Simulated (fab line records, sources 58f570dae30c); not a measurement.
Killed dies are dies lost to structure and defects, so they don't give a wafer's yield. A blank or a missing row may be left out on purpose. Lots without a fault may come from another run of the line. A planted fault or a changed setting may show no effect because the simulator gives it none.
fab line records | flow berkeley_cmos170
record lots=5 wafers=23
route steps=331 shown PSD@183 BACKSIDE@200 CONTACT@217 M1@242 V1@256 M2@272
start_h: hours from the record's first day to the start of the lot's first wafer shown | wait_h: hours since the lot's step before | " the same as in the row above | L1.1+2: a row that stands for several wafers | - no value, or no start given | * or withheld: withheld | < > ~ a bound
route shown NAME@n: a module of which the file shows steps, and the number in the route of the first | usual: mean/standard deviation of fault-free wafers | same: alike in all rows | chamber/n: place in a boat | sites: the reading at each site | _std_site: their standard deviation | _edge_site: outer sites' mean less inner sites' | radius_mm: how far each site lies from the wafer's centre | mask NAME#n: copy n | behind: the tool/chamber that last shaped the wafer | hold: why the lot was held/for how many hours/how that ended | device: the transistor (n, p or np) that didn't switch | end of line: the same wafers' tests at the end of the route | a step without rows: its recipe alone | killed: dies lost to structure and defects at the first sort, not the wafer's yield | map: a wafer's dies, x killed, . not, _ none there
set.NAME: the setting as run; set.NAME@STEP: as run at that earlier step | model.NAME: the simulator's own value behind a step, which no gauge read
lots whose settings were changed on purpose; a table a step, a row a wafer
## steps
# step UCB170_PSD_IMPLANT_08
# recipe species=B dose_cm2=3e+15 energy_kev=20 tilt_deg=7
# columns lot.wafer tool chamber start_h wait_h set.energy_kev
L078.1+3+4 implanter-01 0 141.95 0.0 20
L079.1+4+5 implanter-02 0 142.36 0.0 20
L079.2+6 " 0 " " 19.52
L083.1+3 implanter-01 0 159.07 0.0 20
L083.4+5+6 " 0 " " 20.77
L081.1+3+4+5+6 implanter-02 0 159.55 0.0 20
L085.1+2+4+5+6 implanter-02 0 173.92 0.0 20
# step UCB170_PSD_STRIP_09
# recipe chemistry=O2 power_w=400 pressure_mtorr=3500 platen_temp_c=withheld o2_flow_sccm=400 overash_fraction=0.5
# usual strip_time_to_endpoint_s=29.35/0.097
# columns lot.wafer tool chamber start_h wait_h set.energy_kev@PSD_IMPLANT_08 strip_time_to_endpoint_s
L078.1 plasma_asher-04 0 142.10 0.1 20 29.24
L078.3 " 1 " " 20 29.29
L078.4 " 0 " " 20 29.23
L079.1 plasma_asher-02 0 142.51 0.1 20 29.21
L079.2 " 1 " " 19.52 28.98
L079.4 " 0 " " 20 29.23
L079.5 " 1 " " 20 29.17
L079.6 " 0 " " 19.52 29.08
L083.1 plasma_asher-04 0 159.22 0.1 20 29.44
L083.3 " 0 " " 20 29.37
L083.4 " 1 " " 20.77 29.83
L083.5 " 0 " " 20.77 29.88
L083.6 " 1 " " 20.77 29.78
L081.1 plasma_asher-04 1 159.70 0.1 20 29.23
L081.3 " 1 " " 20 29.31
L081.4 " 0 " " 20 29.40
L081.5 " 1 " " 20 29.32
L081.6 " 0 " " 20 29.38
L085.1 plasma_asher-02 0 174.07 0.1 20 29.49
L085.2 " 1 " " 20 29.47
L085.4 " 0 " " 20 29.30
L085.5 " 0 " " 20 29.28
L085.6 " 1 " " 20 29.39
# step UCB170_BACKSIDE_COAT_01
# recipe resist=KrF spin_rpm=1500 resist_thk_nm=900
# columns lot.wafer tool chamber start_h wait_h set.spin_rpm model.KrF_of_BACKSIDE_COAT_01.thk_nm
L078.1 litho_track-02 0 146.18 0.1 1500 892.8
L078.3 " 0 " " 1500 893.2
L078.4 " 0 " " 1500 893.1
L079.1 litho_track-01 0 146.44 0.1 1500 893.5
L079.2 " 0 " " 1500 895.7
L079.4 " 0 " " 1456 908.3
L079.5 " 0 " " 1500 893.4
L079.6 " 0 " " 1456 909
L083.1 litho_track-01 0 164.64 0.1 1500 899.7
L083.3 " 0 " " 1500 902.4
L083.4 " 0 " " 1500 901.6
L083.5 " 0 " " 1500 901.7
L083.6 " 0 " " 1500 901.5
L081.1 litho_track-03 0 164.88 0.1 1500 897.8
L081.3 " 0 " " 1551 885.8
L081.4 " 0 " " 1500 896.3
L081.5 " 0 " " 1551 884.9
L081.6 " 0 " " 1500 899.7
L085.1 litho_track-02 0 176.74 0.1 1423 922.6
L085.2 " 0 " " 1423 920.6
L085.4 " 0 " " 1500 900.2
L085.5 " 0 " " 1423 924.9
L085.6 " 0 " " 1500 897.4
# step UCB170_BACKSIDE_SOFTBAKE_02
# recipe resist=KrF temp_c=130 time_s=60
# step UCB170_BACKSIDE_STRIP_03
# recipe chemistry=O2 power_w=400 pressure_mtorr=3500 platen_temp_c=withheld o2_flow_sccm=400 overash_fraction=0.5
# usual strip_time_to_endpoint_s=21.93/0.07
# columns lot.wafer tool chamber start_h wait_h set.spin_rpm@BACKSIDE_COAT_01 strip_time_to_endpoint_s
L078.1 plasma_asher-04 1 146.48 0.1 1500 21.80
L078.3 " 1 " " 1500 21.81
L078.4 " 0 " " 1500 21.80
L079.1 plasma_asher-04 1 146.74 0.1 1500 21.82
L079.2 " 0 " " 1500 21.86
L079.4 " 1 " " 1456 22.18
L079.5 " 1 " " 1500 21.81
L079.6 " 0 " " 1456 22.19
L083.1 plasma_asher-01 1 164.94 0.1 1500 21.94
L083.3 " 1 " " 1500 22.02
L083.4 " 0 " " 1500 22.01
L083.5 " 1 " " 1500 22.01
L083.6 " 0 " " 1500 22.00
L081.1 plasma_asher-04 1 165.18 0.1 1500 21.90
L081.3 " 1 " " 1551 21.63
L081.4 " 0 " " 1500 21.88
L081.5 " 1 " " 1551 21.60
L081.6 " 0 " " 1500 21.96
L085.1 plasma_asher-03 1 177.04 0.1 1423 22.50
L085.2 " 0 " " 1423 22.45
L085.4 " 0 " " 1500 21.96
L085.5 " 0 " " 1423 22.57
L085.6 " 1 " " 1500 21.90
# step UCB170_CONTACT_CVD_01
# recipe material=PSG target_thk_nm=700 temp_c=450 precursor=SiH4/O2/PH3 time_s=2820 pressure_mtorr=300 sih4_flow_sccm=60 o2_flow_sccm=90 ph3_flow_sccm=25
# columns lot.wafer tool chamber start_h wait_h set.o2_flow_sccm model.PSG_of_CONTACT_CVD_01.thk_nm
L078.1 lpcvd-02 0 147.91 0.0 90 702
L078.3 " 0 " " 90 696.1
L078.4 " 0 " " 90 698.6
L079.1 - - - 0.6 100.2 726.9
L079.2 " - " " 100.2 731.6
L079.4 " - " " 100.2 730.5
L079.5 " - " " 100.2 725.4
L079.6 " - " " 100.2 732.1
L083.1 - - - 0.0 90 697.1
L083.3 " - " " 90 693.1
L083.4 " - " " 90 694.3
L083.5 " - " " 90 696
L083.6 " - " " 90 699.3
L081.1 - - - 1.2 90 691.4
L081.3 " - " " 90 689.9
L081.4 " - " " 90 691.1
L081.5 " - " " 90 686
L081.6 " - " " 90 687.8
L085.1 - - - 0.0 103.2 747.4
L085.2 " - " " 103.2 744.1
L085.4 " - " " 103.2 745.6
L085.5 " - " " 103.2 746.3
L085.6 " - " " 103.2 741.9
# step UCB170_CONTACT_THK_MEAS_02
# recipe reads=PSG_of_CONTACT_CVD_01
# usual CONTACT_PSG_THK=696/6.6
# columns lot.wafer tool chamber start_h wait_h set.o2_flow_sccm@CONTACT_CVD_01 CONTACT_PSG_THK[nm]
L078.1 film_metro-01 - 149.69 0.0 90 701
L078.3 " - " " 90 696
L078.4 " - " " 90 698
L079.1 film_metro-01 - - - 100.2 727
L079.2 " - " " 100.2 731
L079.4 " - " " 100.2 730
L079.5 " - " " 100.2 725
L079.6 " - " " 100.2 732
L083.1 film_metro-02 - - - 90 697
L083.3 " - " " 90 693
L083.4 " - " " 90 694
L083.5 " - " " 90 696
L083.6 " - " " 90 699
L081.1 film_metro-04 - - - 90 691
L081.3 " - " " 90 689
L081.4 " - " " 90 691
L081.5 " - " " 90 686
L081.6 " - " " 90 688
L085.1 film_metro-04 - - - 103.2 748
L085.2 " - " " 103.2 744
L085.4 " - " " 103.2 746
L085.5 " - " " 103.2 746
L085.6 " - " " 103.2 742
# step UCB170_M1_COAT_04
# recipe resist=KrF spin_rpm=1500 resist_thk_nm=900
# columns lot.wafer tool chamber start_h wait_h set.resist_thk_nm model.KrF_of_M1_COAT_04.thk_nm
L078.1 litho_track-01 0 - - 900 897.2
L078.3 " 0 " " 900 900.4
L078.4 " 0 " " 900 899.4
L079.1 litho_track-02 0 - - 900 899.3
L079.2 " 0 " " 900 899
L079.4 " 0 " " 900 897.3
L079.5 " 0 " " 880 882.3
L079.6 " 0 " " 880 878.1
L083.1 litho_track-01 0 - - 900 899
L083.3 " 0 " " 900 904.3
L083.4 " 0 " " 900 906.3
L083.5 " 0 " " 900 901.7
L083.6 " 0 " " 900 901.5
L081.1 litho_track-04 0 - - 900 899.4
L081.3 " 0 " " 900 899.6
L081.4 " 0 " " 900 897.6
L081.5 " 0 " " 900 898.8
L081.6 " 0 " " 900 900.8
L085.1 litho_track-02 0 - - 900 899
L085.2 " 0 " " 942.5 942.2
L085.4 " 0 " " 942.5 945.8
L085.5 " 0 " " 900 900.6
L085.6 " 0 " " 942.5 941.7
# step UCB170_M1_SOFTBAKE_05
# recipe resist=KrF temp_c=130 time_s=60
# step UCB170_M1_EXPOSE_06
# recipe mask_id=METAL1 target_cd_nm=700 na=0.5 sigma_outer=0.6 source_shape=conventional dose_mj=21
# step UCB170_M1_ETCH_11
# recipe chemistry=N2/H2 target_depth_a=withheld overetch_a=withheld target=BARC time_s=withheld source_w=500 bias_w=100 pressure_mtorr=30 n2_flow_sccm=100 h2_flow_sccm=200
# step UCB170_M1_METAL_ETCH_12
# recipe chemistry=Cl2/BCl3 target=Al stop_on=PSG pressure_mtorr=12 target_depth_a=7800 over_etch_frac=0.3 time_s=130 icp_w=600 bias_w=120 Cl2_flow_sccm=90 bcl3_flow_sccm=45
# columns lot.wafer tool chamber start_h wait_h set.resist_thk_nm@M1_COAT_04 model.KrF_of_M1_COAT_04.thk_nm
L078.1 rie_metal-02 0 153.91 - 900 442.2
L078.3 " 0 " " 900 445
L078.4 " 0 " " 900 444.2
L079.1 rie_metal-04 1 155.99 - 900 440.6
L079.2 " 0 " " 900 441.5
L079.4 " 0 " " 900 447.1
L079.5 " 0 " " 880 429.9
L079.6 " 1 " " 880 416.8
L083.1 rie_metal-01 0 172.24 - 900 442.8
L083.3 " 0 " " 900 448.2
L083.4 " 1 " " 900 444.8
L083.5 " 1 " " 900 442.2
L083.6 " 0 " " 900 444.7
L081.1 rie_metal-02 1 173.47 - 900 438
L081.3 " 1 " " 900 432.2
L081.4 " 0 " " 900 449
L081.5 " 1 " " 900 433.9
L081.6 " 0 " " 900 452.3
L085.1 rie_metal-01 0 184.28 - 900 442.6
L085.2 " 1 " " 942.5 479.7
L085.4 " 1 " " 942.5 487.2
L085.5 " 1 " " 900 437.4
L085.6 " 0 " " 942.5 486.7
# step UCB170_V1_CMP_02
# recipe material=SiO2 down_force_psi=6 platen_rpm=60 pad_velocity_m_s=0.75398
# columns lot.wafer tool chamber start_h wait_h set.leave_above_ref_nm model.SiO2_of_V1_CVD_00.thk_nm
L078.3 cmp-01 2 158.55 0.0 1000 999.3
L078.4 " 3 " " 1000 998.4
L078.1 " 0 " " 1000 999.9
L079.2+1+5 cmp-02 2,3,2 158.78 0.3 1000 -
L079.4 " 0 " " 1000 1001
L079.6 " 1 " " 1000 999
L083.1 cmp-02 3 178.70 0.3 977.6 977.5
L083.3 " 0 " " 1000 1002
L083.4 " 1 " " 977.6 977.1
L083.6 " 2 " " 1000 1000
L083.5 " 3 " " 1000 1001
L081.4 cmp-01 2 178.71 0.2 1000 999.6
L081.3 " 3 " " 1000 999.7
L081.1 " 0 " " 1000 1002
L081.6 " 2 " " 1042 1041
L081.5 " 3 " " 1042 1042
L085.4+6+5 cmp-01 1,0,1 191.00 0.1 1000 -
L085.2 " 2 " " 1000 999.3
L085.1 " 3 " " 1000 1000
# step UCB170_V1_THK_MEAS_04
# recipe reads=SiO2_of_V1_CVD_00
# usual V1_POLISHED_THK=999.8/1.2
# columns lot.wafer tool chamber start_h wait_h set.leave_above_ref_nm@V1_CMP_02 V1_POLISHED_THK[nm]
L078.1 film_metro-02 - 158.97 0.1 1000 999.9
L078.3 " - " " 1000 998.3
L078.4 " - " " 1000 998.2
L079.1 film_metro-04 - 159.15 0.1 1000 1000.1
L079.2 " - " " 1000 999.1
L079.4 " - " " 1000 1001.5
L079.5 " - " " 1000 998.8
L079.6 " - " " 1000 999.6
L083.1 film_metro-03 - 179.07 0.1 977.6 977.7
L083.3 " - " " 1000 1000.5
L083.4 " - " " 977.6 977.1
L083.5 " - " " 1000 1000.5
L083.6 " - " " 1000 999.7
L081.1 film_metro-02 - 179.13 0.1 1000 1001.7
L081.3 " - " " 1000 999.1
L081.4 " - " " 1000 999.7
L081.5 " - " " 1042 1041.3
L081.6 " - " " 1042 1041.2
L085.1 film_metro-04 - 191.37 0.1 1000 1000.3
L085.2 " - " " 1000 999.6
L085.4 " - " " 1000 999.9
L085.5 " - " " 1000 1000.6
L085.6 " - " " 1000 1002.5
# step UCB170_V1_EXPOSE_09
# recipe mask_id=VIA1 target_cd_nm=700 na=0.5 sigma_outer=0.6 source_shape=conventional dose_mj=37
# columns lot.wafer tool chamber start_h wait_h mask set.dose_mj
L078.1+3+4 krf_scanner-01 0 162.22 0.1 VIA1#0 37
L079.1+2+6 krf_scanner-02 0 162.46 0.4 VIA1#0 39.74
L079.4+5 " 0 " " VIA1#0 37
L083.1+3+4+5+6 krf_scanner-02 0 179.79 0.1 VIA1#0 37
L081.1+3+4+5+6 krf_scanner-01 0 180.06 0.2 VIA1#0 37
L085.1+4 krf_scanner-01 0 192.06 0.1 VIA1#0 37.87
L085.2+5+6 " 0 " " VIA1#0 37
# step UCB170_V1_PEB_10
# recipe peb_temp_c=130 peb_time_s=withheld resist=KrF
# step UCB170_V1_DEVELOP_11
# recipe developer=TMAH develop_time_s=45 resist=KrF dev_temp_c=21
# step UCB170_V1_CD_MEAS_12
# recipe target_cd_nm=700
# usual cd_nm=700.0/1.3
# columns lot.wafer tool chamber start_h wait_h set.dose_mj@V1_EXPOSE_09 cd_nm
L078.1 cd_sem-02 - 162.94 - 37 699.3
L078.3 " - " " 37 699.5
L078.4 " - " " 37 699.8
L079.1 cd_sem-02 - 163.32 - 39.74 712.5
L079.2 " - " " 39.74 713.5
L079.4 " - " " 37 700.6
L079.5 " - " " 37 700.9
L079.6 " - " " 39.74 712.6
L083.1 cd_sem-01 - 180.19 - 37 700.8
L083.3 " - " " 37 702.1
L083.4 " - " " 37 699.8
L083.5 " - " " 37 701.2
L083.6 " - " " 37 700.1
L081.1 cd_sem-02 - 180.45 - 37 699.0
L081.3 " - " " 37 699.9
L081.4 " - " " 37 699.0
L081.5 " - " " 37 699.1
L081.6 " - " " 37 698.9
L085.1 cd_sem-02 - 192.45 - 37.87 701.8
L085.2 " - " " 37 697.8
L085.4 " - " " 37.87 703.3
L085.5 " - " " 37 699.8
L085.6 " - " " 37 698.9
# step UCB170_V1_ETCH_14
# recipe chemistry=CHF3/CF4/Ar target=SiO2 stop_on=Al CHF3_flow_sccm=45 cf4_flow_sccm=15 Ar_flow_sccm=150 pressure_mtorr=200 rf_w=700 target_depth_a=12500 over_etch_frac=0.25 time_s=291
# columns lot.wafer tool chamber start_h wait_h set.leave_above_ref_nm@V1_CMP_02 set.dose_mj@V1_EXPOSE_09 model.V1.cd_nm model.V1.feature_depth_nm
L078.1 rie_diel-03 2 163.10 0.0 1000 37 699.2 999.9
L078.3 " 3 " " 1000 37 699.3 999.3
L078.4 " 1 " " 1000 37 701 998.9
L079.1 rie_diel-02 1 163.48 0.0 1000 39.74 713.4 1001
L079.2 " 0 " " 1000 39.74 713.2 999.5
L079.4 " 2 " " 1000 37 700.6 1001
L079.5 " 1 " " 1000 37 701.7 999.6
L079.6 " 0 " " 1000 39.74 712.2 999
L083.1 rie_diel-03 2 180.35 0.0 977.6 37 700.9 977.5
L083.3 " 1 " " 1000 37 702.7 1002
L083.4 " 0 " " 977.6 37 699.6 977.2
L083.5 " 0 " " 1000 37 700 1001
L083.6 " 3 " " 1000 37 698.9 1000
L081.1 rie_diel-02 1 180.61 0.0 1000 37 699.9 1003
L081.3 " 2 " " 1000 37 700.4 999.7
L081.4 " 3 " " 1000 37 698.3 999.6
L081.5 " 1 " " 1042 37 699.5 1042
L081.6 " 0 " " 1042 37 698.5 1041
L085.1 rie_diel-03 0 192.61 0.0 1000 37.87 700.7 1000
L085.2 " 2 " " 1000 37 698 999.3
L085.4 " 1 " " 1000 37.87 703.9 1000
L085.5 " 0 " " 1000 37 699.1 999.9
L085.6 " 3 " " 1000 37 698.2 1002
# step UCB170_V1_STRIP_15
# recipe chemistry=O2 power_w=400 pressure_mtorr=3500 platen_temp_c=withheld o2_flow_sccm=400 overash_fraction=0.5
# step UCB170_V1_CD_MEAS_90
# recipe target_cd_nm=700
# usual cd_nm=699.8/1.5
# columns lot.wafer tool chamber start_h wait_h set.dose_mj@V1_EXPOSE_09 cd_nm
L078.1 cd_sem-01 - 163.38 0.1 37 699.3
L078.3 " - " " 37 699.2
L078.4 " - " " 37 700.9
L079.1 cd_sem-01 - 163.79 0.1 39.74 713.1
L079.2 " - " " 39.74 713.0
L079.4 " - " " 37 700.5
L079.5 " - " " 37 701.7
L079.6 " - " " 39.74 712.3
L083.1 cd_sem-01 - 180.62 0.1 37 701.0
L083.3 " - " " 37 702.6
L083.4 " - " " 37 699.4
L083.5 " - " " 37 699.8
L083.6 " - " " 37 698.8
L081.1 cd_sem-02 - 180.89 0.1 37 699.6
L081.3 " - " " 37 700.5
L081.4 " - " " 37 698.3
L081.5 " - " " 37 699.6
L081.6 " - " " 37 698.2
L085.1 cd_sem-02 - 192.89 0.1 37.87 700.6
L085.2 " - " " 37 697.9
L085.4 " - " " 37.87 704.2
L085.5 " - " " 37 699.3
L085.6 " - " " 37 698.1
# step UCB170_M2_SPUTTER_01
# recipe material=Al target_thk_nm=900 time_s=120 power_w=6000 chamber_pressure_pa=0.5
# columns lot.wafer tool chamber start_h wait_h set.power_w model.Al_of_M2_SPUTTER_01.thk_nm
L078.1 pvd_sputter-04 - 163.56 0.0 6000 915.2
L078.3 " - " " 6000 907.8
L078.4 " - " " 6000 903.2
L079.1 pvd_sputter-03 - 163.97 0.0 5641 847.2
L079.2 " - " " 5641 847.3
L079.4 " - " " 6000 898.9
L079.5 " - " " 5641 846.8
L079.6 " - " " 6000 889.6
L083.1 pvd_sputter-03 - 180.81 0.0 6000 893.9
L083.3 " - " " 6000 888.5
L083.4 " - " " 6267 918.3
L083.5 " - " " 6000 889.4
L083.6 " - " " 6267 925.1
L081.1 pvd_sputter-04 - 181.08 0.0 6000 885.8
L081.3 " - " " 6000 895.8
L081.4 " - " " 6000 888.9
L081.5 " - " " 6000 893.4
L081.6 " - " " 6000 884.9
L085.1 pvd_sputter-03 - 193.07 0.0 6000 898.9
L085.2 " - " " 6000 885.4
L085.4 " - " " 6698 994.1
L085.5 " - " " 6698 997.7
L085.6 " - " " 6698 1005
# step UCB170_M2_RS_MEAS_02
# recipe thk_meas_gauge=four-point-probe reads=Al_of_M2_SPUTTER_01
# usual M2_AL_RS=0.0323/0.00038
# columns lot.wafer tool chamber start_h wait_h set.power_w@M2_SPUTTER_01 M2_AL_RS[ohm/sq]
L078.1 film_metro-01 - 163.65 0.0 6000 0.0316
L078.3 " - " " 6000 0.0319
L078.4 " - " " 6000 0.0320
L079.1 film_metro-03 - 164.06 0.0 5641 0.0342
L079.2 " - " " 5641 0.0341
L079.4 " - " " 6000 0.0322
L079.5 " - " " 5641 0.0343
L079.6 " - " " 6000 0.0326
L083.1 film_metro-02 - 180.89 0.0 6000 0.0324
L083.3 " - " " 6000 0.0326
L083.4 " - " " 6267 0.0316
L083.5 " - " " 6000 0.0326
L083.6 " - " " 6267 0.0313
L081.1 film_metro-03 - 181.16 0.0 6000 0.0326
L081.3 " - " " 6000 0.0322
L081.4 " - " " 6000 0.0327
L081.5 " - " " 6000 0.0324
L081.6 " - " " 6000 0.0328
L085.1 film_metro-01 - 193.16 0.0 6000 0.0322
L085.2 " - " " 6000 0.0327
L085.4 " - " " 6698 0.0290
L085.5 " - " " 6698 0.0290
L085.6 " - " " 6698 0.0287
# step UCB170_M2_THK_MEAS_03
# recipe thk_meas_gauge=xrf reads=Al_of_M2_SPUTTER_01
# usual M2_AL_THK=910/11
# columns lot.wafer tool chamber start_h wait_h set.power_w@M2_SPUTTER_01 M2_AL_THK[nm]
L078.1 film_metro-01 - 163.77 0.1 6000 933
L078.3 " - " " 6000 925
L078.4 " - " " 6000 921
L079.1 film_metro-03 - 164.18 0.1 5641 856
L079.2 " - " " 5641 855
L079.4 " - " " 6000 913
L079.5 " - " " 5641 855
L079.6 " - " " 6000 903
L083.1 film_metro-02 - 181.01 0.1 6000 901
L083.3 " - " " 6000 901
L083.4 " - " " 6267 931
L083.5 " - " " 6000 901
L083.6 " - " " 6267 936
L081.1 film_metro-03 - 181.28 0.1 6000 901
L081.3 " - " " 6000 912
L081.4 " - " " 6000 908
L081.5 " - " " 6000 909
L081.6 " - " " 6000 900
L085.1 film_metro-01 - 193.28 0.1 6000 906
L085.2 " - " " 6000 896
L085.4 " - " " 6698 1006
L085.5 " - " " 6698 1007
L085.6 " - " " 6698 1022
## key
split step=UCB170_PSD_IMPLANT_08 setting=energy_kev stated=20 by=wafer
response step=UCB170_PSD_STRIP_09 reading=strip_time_to_endpoint_s change=* per=1% r=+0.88
split step=UCB170_BACKSIDE_COAT_01 setting=spin_rpm stated=1500 by=wafer
response step=UCB170_BACKSIDE_COAT_01 reading=model.KrF_of_BACKSIDE_COAT_01.thk_nm change=-4.47 per=1% r=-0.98
response step=UCB170_BACKSIDE_STRIP_03 reading=strip_time_to_endpoint_s change=* per=1% r=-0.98
split step=UCB170_CONTACT_CVD_01 setting=o2_flow_sccm stated=90 by=lot
response step=UCB170_CONTACT_CVD_01 reading=model.PSG_of_CONTACT_CVD_01.thk_nm change=+3.36 per=1% r=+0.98
response step=UCB170_CONTACT_THK_MEAS_02 reading=CONTACT_PSG_THK change=+3.38 per=1% r=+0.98
split step=UCB170_M1_COAT_04 setting=resist_thk_nm stated=900 by=wafer
response step=UCB170_M1_COAT_04 reading=model.KrF_of_M1_COAT_04.thk_nm change=+9.03 per=1% r=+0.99
response step=UCB170_M1_METAL_ETCH_12 reading=model.KrF_of_M1_COAT_04.thk_nm change=+9.32 per=1% r=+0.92
split step=UCB170_V1_CMP_02 setting=leave_above_ref_nm stated=1000 by=wafer
response step=UCB170_V1_CMP_02 reading=model.SiO2_of_V1_CVD_00.thk_nm change=+9.84 per=1% r=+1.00
response step=UCB170_V1_THK_MEAS_04 reading=V1_POLISHED_THK change=+9.87 per=1% r=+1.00
response step=UCB170_V1_ETCH_14 reading=model.V1.feature_depth_nm change=+9.87 per=1% r=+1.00
split step=UCB170_V1_EXPOSE_09 setting=dose_mj stated=37 by=wafer
response step=UCB170_V1_CD_MEAS_12 reading=cd_nm change=+1.64 per=1% r=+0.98
response step=UCB170_V1_ETCH_14 reading=model.V1.cd_nm change=+1.6 per=1% r=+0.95
response step=UCB170_V1_CD_MEAS_90 reading=cd_nm change=+1.59 per=1% r=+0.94
split step=UCB170_M2_SPUTTER_01 setting=power_w stated=6000 by=wafer
response step=UCB170_M2_SPUTTER_01 reading=model.Al_of_M2_SPUTTER_01.thk_nm change=+8.71 per=1% r=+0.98
response step=UCB170_M2_RS_MEAS_02 reading=M2_AL_RS change=-0.000297 per=1% r=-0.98
response step=UCB170_M2_THK_MEAS_03 reading=M2_AL_THK change=+9.17 per=1% r=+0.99
